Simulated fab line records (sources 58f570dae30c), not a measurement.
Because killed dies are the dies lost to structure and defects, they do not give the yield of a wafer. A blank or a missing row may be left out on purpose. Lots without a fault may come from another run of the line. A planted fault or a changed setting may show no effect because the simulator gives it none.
The tool behind it: which one? | flow berkeley cmos170 | 7 lots, 21 wafers sampled, at 3 steps of a route of 331

== WHAT THE GAUGES SHOWED, per wafer ==
UCB170_CONTACT_CD_MEAS_90 targets a cd of 700 nm.
lot  | measured     | on        | cd nm (nm)
L477 | day 7 09:25  | cd sem-02 | 700.7 701.4 702.2
L480 | day 8 00:36  | cd sem-02 | 697.3 699.5 698.7
L488 | day 9 10:31  | cd sem-01 | 699.4 698.6 698.9
L493 | day 10 17:34 | cd sem-02 | 698.3 698.4 699.3
L496 | day 11 01:49 | cd sem-02 | 701.5 701.9 700.1
L499 | day 11 08:31 | cd sem-02 | 701.5 702.7 700.4

== WHAT TOOL EACH LOT RAN ON (gives the tool, then ch and the chambers of the sampled wafers, and finally the start) ==
lot  | UCB170_PVT_STRIP_08                  | UCB170_CONTACT_CVD_01
L477 | plasma asher-02 ch 0,1, day 5 23:49  | lpcvd-01 ch 1, day 7 04:19
L480 | plasma asher-02 ch 0,1, day 6 19:35  | lpcvd-01 ch 0, day 7 19:38
L488 | plasma asher-01 ch 0,1, day 8 00:50  | lpcvd-02 ch 1, day 9 06:25
L489 | plasma asher-04 ch 0,1, day 8 13:16  | lpcvd-02 ch 1, day 9 15:58
L493 | plasma asher-01 ch 0,1, day 9 04:50  | lpcvd-02 ch 1, day 10 12:22
L496 | plasma asher-04 ch 0,1, day 9 16:06  | lpcvd-01 ch 1, day 10 19:44
L499 | plasma asher-02 ch 0,1, day 10 01:50 | lpcvd-01 ch 1, day 11 04:37
- UCB170_PVT_STRIP_08: strips in O2.
- UCB170_CONTACT_CVD_01: deposits PSG from SiH4/O2/PH3, target thk 700 nm, time 2820 s.

== THE ANSWER, worked out from the rows above alone ==
Rule: the lots themselves supply what counts as usual. Put in order of their means at a reading, lots are off if they are a third of the lots or fewer, leave a main group of 4 or more, and stand apart from it by a gap of 3 or more times the standard deviation of the main group's means; of several such gaps the widest counts. If all means in a main group match to the digits the tables above print for the reading, that group is not used. Also off: a lot with no number at a reading for which 4 or more lots have one. Where the step has rows for the other lots, those lots are counted as sound.
No lot is off on any of the readings shown, so nothing can be concluded from this.

== WHAT WAS PUT IN BY THE SIMULATOR ==
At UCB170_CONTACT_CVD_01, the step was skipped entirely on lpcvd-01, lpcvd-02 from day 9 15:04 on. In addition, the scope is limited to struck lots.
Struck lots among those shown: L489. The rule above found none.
